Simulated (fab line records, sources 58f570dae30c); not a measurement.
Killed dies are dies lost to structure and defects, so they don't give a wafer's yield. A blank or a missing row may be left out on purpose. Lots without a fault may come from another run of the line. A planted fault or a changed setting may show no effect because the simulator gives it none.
Problem report in the 8D (eight disciplines) form, filled by code | flow berkeley_cmos170 | the parts of the form that need people (team, actions taken, sign-off) are left out

1. THE PROBLEM
cd_nm at UCB170_PSD_CD_MEAS_06 reads a mean of 979.9 nm on 6 wafers of 2 lots; wafers without a fault read 1199.3 nm with a standard deviation of 1.5. That is -99 or more standard deviations from the usual mean.
The step: target cd 1200 nm.
First seen on wafer L824.2, day 9 16:32, on cd_sem-02. The record holds 36 wafers of 12 lots with a number at this step. Rule for "out", or "out of limits": more than 4 standard deviations from the usual mean. The other wafers with a number count as sound.

2. WHAT IT IS AND WHAT IT IS NOT
question                    | is                     | is not
which readings at this step | cd_nm                  | -
which lots                  | L822, L824             | L809, L810, L811, L812, L813, L815, L816, L818, L825, L827
which wafers of those lots  | all that have a number | -
read on which gauges        | cd_sem-02              | cd_sem-01
when                        | from day 9 16:32       | up to then (24 sound wafers); but 6 sound wafers of L825, L827 came after

3. SUSPECTS, AND WHAT RULES EACH OUT
Counting: a tool at a process step up to the reading stays a suspect if it ran every lot that is out and no sound lot after the first of them.
- the gauge at UCB170_PSD_CD_MEAS_06: ruled out. All the wafers that are out were read on cd_sem-02, but those of them that UCB170_PSD_PEB_04 has rows for are out there too, on other tools.
- litho_track-04 at UCB170_PSD_PEB_04: kept. It ran every lot that is out, first L824 (day 9 16:16), and no sound lot after that; its last sound lot up to then is L818 (day 8 07:30). Its own readings are out on those wafers: heater_power_total_W, plate_temp_C.
Left after counting: litho_track-04 at UCB170_PSD_PEB_04.

4. THE CAUSE (what the simulator had put in)
Process parameter drift: litho_track-04, from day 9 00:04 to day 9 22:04, at UCB170_PSD_PEB_04. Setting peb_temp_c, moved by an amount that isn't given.
Counting left only this tool.

5. THE CHAIN OF EFFECTS, in route order
Each row: a reading whose mean over the struck wafers that have a number lies more than 3 standard deviations from the usual. Only readings for which the record gives a usual standard deviation are gone through. hours: the time from each lot's start at the first step in this table that gives one to its start at this step, as a median over the lots. sigmas: the change in usual standard deviations.
hours | step                  | reading              | usual     | on struck wafers | change | sigmas
0     | UCB170_PSD_PEB_04     | heater_power_total_W | 56.80 W   | 47.41            | -9.39  | -99 or more
0     | UCB170_PSD_PEB_04     | plate_temp_C         | 130.05 C  | 113.39           | -16.66 | -99 or more
0     | UCB170_PSD_CD_MEAS_06 | cd_nm                | 1199.3 nm | 979.9            | -219.4 | -99 or more
The process steps in it:
- UCB170_PSD_PEB_04

6. WHAT WOULD HAVE CAUGHT IT SOONER
In this record the first reading out of limits at a measuring or inspecting step was taken at day 9 16:32, 16 hours after the fault began at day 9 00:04.
The tool's own readings at UCB170_PSD_PEB_04 were out on every struck wafer that the step has a row for (heater_power_total_W, plate_temp_C): an alarm limit on them would have fired on the first of those.
All the lots that are out (2) had begun UCB170_PSD_PEB_04 on litho_track-04 by day 9 16:32. A hold on the tool at that time would have spared none of them.
